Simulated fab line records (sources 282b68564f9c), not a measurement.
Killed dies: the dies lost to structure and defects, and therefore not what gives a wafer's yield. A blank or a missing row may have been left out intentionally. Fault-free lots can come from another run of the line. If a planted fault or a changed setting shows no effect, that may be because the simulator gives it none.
A lot that was struck, set against a sound lot :: flow ritCmos :: 15 steps out of a route of 202
Sound: these wafers, L945.3, L945.4, L945.6. Wafers L952.3, L952.4, L952.6 were the ones struck. The cause is given at the end.
Per side, at each step with rows, come the tool, then ch with its chambers, and then its first start. Under that, the readings that differ: sound wafers :: struck wafers :: difference of the means :: sigmas: that difference in standard deviations of wafers without a fault.
alike: readings whose means differ by less than 2 such deviations, and words and numbers that are the same on both sides. not compared: withheld readings, readings that some wafer has no value for, bounds like >300 that may hide the same value, and numbers for which the record gives no deviation and whose values overlap.
The two part at a step that has a row with sigmas, a row that says differs or no value, or rows on one side only. Non-overlapping numbers with no deviation appear without sigmas and do not part them. Lack of a reading on every wafer of one side parts them only where that side has two or more wafers.

RIT_M1_RS_MEAS_01: the measuring method here is four-point-probe.
  sound on filmMetro-03 at day 3 05:42; struck on filmMetro-04 at day 4 22:09
reading: M1_AL_RS (ohm/sq)
sound: 0.0715 0.0731 0.0720
struck: 0.0730 0.0750 0.0747
difference: +0.0020
sigmas: +2
RIT_M1_THK_MEAS_02: measures by xrf.
  sound on filmMetro-03 at day 3 05:48; struck on filmMetro-04 at day 4 22:15
  alike: M1_AL_THK
then, 6 steps without rows for these wafers: RIT_M1_HMDS_03 (prime time 60 s); RIT_M1_COAT_04 (resist thk 1300 nm); RIT_M1_SOFTBAKE_05 (time 60 s); RIT_M1_EXPOSE_06 (exposes mask M12, target cd 2600 nm); RIT_M1_PEB_07; RIT_M1_DEVELOP_08 (develop time 68 s).
RIT_M1_CD_MEAS_09: the cd target is 2600 nm.
  sound on cdSem-02 at day 3 06:58; struck on cdSem-01 at day 4 23:13
reading: cdNm (nm)
sound: 2599.4 2596.2 2597.5
struck: 2603.6 2603.2 2604.8
difference: +6.2
sigmas: +2
RIT_M1_OVL_MEAS_10:
  sound on overlay-01 at day 3 07:03; struck on overlay-01 at day 4 23:18
  alike: M1_OVL
then, 1 step without rows for these wafers: RIT_M1_HARDBAKE_11 (time 120 s).
RIT_M1_METAL_ETCH_12: etches Al in Cl2/BCl3, stops on SiO2, time 165 s, target depth 600 nm.
  sound on rieMetal-03 ch 0, day 3 07:26; struck on rieMetal-02 ch 0,1, day 4 23:38
  alike: drypumpMotorCurrentA, oesProductAu, throttleValvePct
  not compared: rfHoursCounterH
RIT_M1_STRIP_13: strips in nmp, time 600 s.
  sound on wetBench-04 ch 2, day 3 07:39; struck on wetBench-01 ch 2, day 4 23:44
reading: runLengthS (s)
sound: 632 632 632
struck: 704 704 704
difference: +72
sigmas: +18
RIT_M1_STRIP_14: strips in O2, time 180 s.
  sound on plasmaAsher-01 ch 0,1, day 3 08:05; struck on plasmaAsher-03 ch 0,1, day 4 23:58
reading: rfReflPowerW (W)
sound: 5.3 4.1 4.3
struck: 5.6 7.4 7.3
difference: +2.2
sigmas: +2
  alike: drypumpMotorCurrentA, runLengthS
  not compared: rfHoursCounterH
RIT_M1_PROBE_99:
  sound on prober-01 at day 3 10:33; struck on prober-01 at day 5 02:57
  alike: defectLimitedYield, killedAtContacts, killedAtFrontEnd, killedDies, killedOnRim, killedOpen, killedShort, sort_bin_3_pad_short, sort_bin_5_function, sort_bin_6_memory, sortNPass, sortYieldPct

## WHERE THEY PART
First at RIT_M1_RS_MEAS_01; last, within this record, at RIT_M1_STRIP_14. Later steps at which nothing parts them and some readings are alike: RIT_M1_PROBE_99.

WHY: what the simulator had put in
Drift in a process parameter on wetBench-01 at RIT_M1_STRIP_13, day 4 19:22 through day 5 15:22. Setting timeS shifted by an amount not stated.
